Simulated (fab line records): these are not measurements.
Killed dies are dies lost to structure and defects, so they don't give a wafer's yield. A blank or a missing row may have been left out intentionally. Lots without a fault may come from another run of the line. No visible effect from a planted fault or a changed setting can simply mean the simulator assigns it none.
Split-lot experiment || flow ritCmos || on a route of 202 steps: 5 lots, 27 wafers read

ON THE SPLIT
At RIT_GATE_ETCH_19 (etches poly-Si in SF6/CHF3/O2, stops on SiO2, time 165 s, target depth 312.5 nm), the setting timeS was moved away from the recipe's 165 s on 9 of the 27 wafers read, by -45.1% to +32.2%. The other wafers ran this setting at the recipe's value.

Reading taken at the split's own step.

THE READING
NOVOLAK_of_GATE_COAT_11.thkNm (the simulator's own value, which no gauge read), in nm, at RIT_GATE_ETCH_19 (etches poly-Si in SF6/CHF3/O2, stops on SiO2, time 165 s, target depth 312.5 nm). The file gives no usual value for it. Average 669.4 nm, standard deviation 5.7 nm, over the 18 wafers here run with the recipe.

{"wafer": "L075.1", "tool, chamber at the split": "rieSi-01, 2", "timeS as run, s": 218.2, "against the recipe": "+32.2%", "NOVOLAK_of_GATE_COAT_11.thkNm, nm": 639, "against lot-mates on the recipe": -34.2}
{"wafer": "L075.2", "tool, chamber at the split": "rieSi-01, 1", "timeS as run, s": 165, "against the recipe": "recipe", "NOVOLAK_of_GATE_COAT_11.thkNm, nm": 675.7, "against lot-mates on the recipe": "-"}
{"wafer": "L075.3", "tool, chamber at the split": "rieSi-01, 0", "timeS as run, s": 165, "against the recipe": "recipe", "NOVOLAK_of_GATE_COAT_11.thkNm, nm": 671.3, "against lot-mates on the recipe": "-"}
{"wafer": "L075.4", "tool, chamber at the split": "rieSi-01, 3", "timeS as run, s": 218.2, "against the recipe": "+32.2%", "NOVOLAK_of_GATE_COAT_11.thkNm, nm": 643.9, "against lot-mates on the recipe": -29.3}
{"wafer": "L075.5", "tool, chamber at the split": "rieSi-01, 0", "timeS as run, s": 165, "against the recipe": "recipe", "NOVOLAK_of_GATE_COAT_11.thkNm, nm": 672.7, "against lot-mates on the recipe": "-"}
{"wafer": "L075.6", "tool, chamber at the split": "rieSi-01, 1", "timeS as run, s": 218.2, "against the recipe": "+32.2%", "NOVOLAK_of_GATE_COAT_11.thkNm, nm": 647.7, "against lot-mates on the recipe": -25.5}
{"wafer": "L076.1", "tool, chamber at the split": "rieSi-02, 3", "timeS as run, s": 165, "against the recipe": "recipe", "NOVOLAK_of_GATE_COAT_11.thkNm, nm": 677.9, "against lot-mates on the recipe": "-"}
{"wafer": "L076.3", "tool, chamber at the split": "rieSi-02, 0", "timeS as run, s": 165, "against the recipe": "recipe", "NOVOLAK_of_GATE_COAT_11.thkNm, nm": 678.5, "against lot-mates on the recipe": "-"}
{"wafer": "L076.5", "tool, chamber at the split": "rieSi-02, 2", "timeS as run, s": 165, "against the recipe": "recipe", "NOVOLAK_of_GATE_COAT_11.thkNm, nm": 672.3, "against lot-mates on the recipe": "-"}
{"wafer": "L078.1", "tool, chamber at the split": "rieSi-02, 3", "timeS as run, s": 90.56, "against the recipe": "-45.1%", "NOVOLAK_of_GATE_COAT_11.thkNm, nm": 709.1, "against lot-mates on the recipe": "+39.6"}
{"wafer": "L078.2", "tool, chamber at the split": "rieSi-02, 0", "timeS as run, s": 165, "against the recipe": "recipe", "NOVOLAK_of_GATE_COAT_11.thkNm, nm": 674.6, "against lot-mates on the recipe": "-"}
{"wafer": "L078.3", "tool, chamber at the split": "rieSi-02, 1", "timeS as run, s": 90.56, "against the recipe": "-45.1%", "NOVOLAK_of_GATE_COAT_11.thkNm, nm": 705.5, "against lot-mates on the recipe": "+36.0"}
{"wafer": "L078.4", "tool, chamber at the split": "rieSi-02, 2", "timeS as run, s": 165, "against the recipe": "recipe", "NOVOLAK_of_GATE_COAT_11.thkNm, nm": 671, "against lot-mates on the recipe": "-"}
{"wafer": "L078.5", "tool, chamber at the split": "rieSi-02, 2", "timeS as run, s": 90.56, "against the recipe": "-45.1%", "NOVOLAK_of_GATE_COAT_11.thkNm, nm": 707.4, "against lot-mates on the recipe": "+37.9"}
{"wafer": "L078.6", "tool, chamber at the split": "rieSi-02, 1", "timeS as run, s": 165, "against the recipe": "recipe", "NOVOLAK_of_GATE_COAT_11.thkNm, nm": 663, "against lot-mates on the recipe": "-"}
{"wafer": "L079.1", "tool, chamber at the split": "rieSi-01, 2", "timeS as run, s": 165, "against the recipe": "recipe", "NOVOLAK_of_GATE_COAT_11.thkNm, nm": 661.6, "against lot-mates on the recipe": "-"}
{"wafer": "L079.2", "tool, chamber at the split": "rieSi-01, 1", "timeS as run, s": 165, "against the recipe": "recipe", "NOVOLAK_of_GATE_COAT_11.thkNm, nm": 667.4, "against lot-mates on the recipe": "-"}
{"wafer": "L079.3", "tool, chamber at the split": "rieSi-01, 0", "timeS as run, s": 123.5, "against the recipe": "-25.2%", "NOVOLAK_of_GATE_COAT_11.thkNm, nm": 687.8, "against lot-mates on the recipe": "+24.2"}
{"wafer": "L079.4", "tool, chamber at the split": "rieSi-01, 3", "timeS as run, s": 123.5, "against the recipe": "-25.2%", "NOVOLAK_of_GATE_COAT_11.thkNm, nm": 688.5, "against lot-mates on the recipe": "+24.9"}
{"wafer": "L079.5", "tool, chamber at the split": "rieSi-01, 1", "timeS as run, s": 123.5, "against the recipe": "-25.2%", "NOVOLAK_of_GATE_COAT_11.thkNm, nm": 688.8, "against lot-mates on the recipe": "+25.2"}
{"wafer": "L079.6", "tool, chamber at the split": "rieSi-01, 2", "timeS as run, s": 165, "against the recipe": "recipe", "NOVOLAK_of_GATE_COAT_11.thkNm, nm": 661.9, "against lot-mates on the recipe": "-"}
{"wafer": "L080.1", "tool, chamber at the split": "rieSi-02, 0", "timeS as run, s": 165, "against the recipe": "recipe", "NOVOLAK_of_GATE_COAT_11.thkNm, nm": 674.4, "against lot-mates on the recipe": "-"}
{"wafer": "L080.2", "tool, chamber at the split": "rieSi-02, 3", "timeS as run, s": 165, "against the recipe": "recipe", "NOVOLAK_of_GATE_COAT_11.thkNm, nm": 671.9, "against lot-mates on the recipe": "-"}
{"wafer": "L080.3", "tool, chamber at the split": "rieSi-02, 2", "timeS as run, s": 165, "against the recipe": "recipe", "NOVOLAK_of_GATE_COAT_11.thkNm, nm": 663.8, "against lot-mates on the recipe": "-"}
{"wafer": "L080.4", "tool, chamber at the split": "rieSi-02, 1", "timeS as run, s": 165, "against the recipe": "recipe", "NOVOLAK_of_GATE_COAT_11.thkNm, nm": 662, "against lot-mates on the recipe": "-"}
{"wafer": "L080.5", "tool, chamber at the split": "rieSi-02, 1", "timeS as run, s": 165, "against the recipe": "recipe", "NOVOLAK_of_GATE_COAT_11.thkNm, nm": 662.7, "against lot-mates on the recipe": "-"}
{"wafer": "L080.6", "tool, chamber at the split": "rieSi-02, 2", "timeS as run, s": 165, "against the recipe": "recipe", "NOVOLAK_of_GATE_COAT_11.thkNm, nm": 666.8, "against lot-mates on the recipe": "-"}

THE FIT
A straight line over all 27 wafers: NOVOLAK_of_GATE_COAT_11.thkNm changes by -0.815 nm for each +1% of timeS; r = -0.96; the points scatter about the line by 5 nm.
The same after taking each lot's own level away (the mean of its wafers on the recipe; 27 wafers): -0.887 nm for each +1%; r = -0.98; scatter 3.7 nm.
That fit puts the effect of the largest move of timeS on the reading at 40 nm.
Across the lots, their own levels run from 663.63 to 676.23 nm, a range of 2.2 times the standard deviation given above.
Consequently the slope shifts little with the lot-to-lot level, the two slopes agreeing.
Check: +40 nm against its lot-mates is what the line predicts for one of the wafers moved furthest among these (-45.1%) when that wafer is left out of the fit. Against them it came out at +39.6 nm.

THESE WAFERS: OTHER SPLITS
Before the reading, these wafers also passed through other splits. Each is held against what the fit with the lots' levels taken away leaves over:
{"other split on the same wafers": "RIT_GATE_OXIDATION_05 oxTimeS", "wafers away from the commonest value": 18, "r with NOVOLAK_of_GATE_COAT_11.thkNm (lot level and that fit taken away)": "+0.00"}

THE WHOLE CHAIN: every reading that the file lists as answering this split, in the file's order
{"step": "RIT_GATE_ETCH_19", "what it does": "etches poly-Si in SF6/CHF3/O2, stops on SiO2, time 165 s, target depth 312.5 nm", "reading": "etch.depthNm (the simulator's own value, which no gauge read)", "change (the file's fit)": "not straight: 172.7 at the lowest setting, 251.5 at the recipe, 249.9 at the highest", "r (the file's)": "not given"}
{"step": "RIT_GATE_ETCH_19", "what it does": "etches poly-Si in SF6/CHF3/O2, stops on SiO2, time 165 s, target depth 312.5 nm", "reading": "GATE.featureDepthNm (the simulator's own value, which no gauge read)", "change (the file's fit)": "not straight: 172.7 at the lowest setting, 251.5 at the recipe, 249.9 at the highest", "r (the file's)": "not given"}
{"step": "RIT_GATE_ETCH_19", "what it does": "etches poly-Si in SF6/CHF3/O2, stops on SiO2, time 165 s, target depth 312.5 nm", "reading": "NOVOLAK_of_GATE_COAT_11.thkNm (the simulator's own value, which no gauge read)", "change (the file's fit)": "-0.886 nm for each +1% of the setting", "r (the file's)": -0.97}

THE FILE'S OWN FIT
NOVOLAK_of_GATE_COAT_11.thkNm changes by -0.886 nm for each +1% of timeS, r = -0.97.
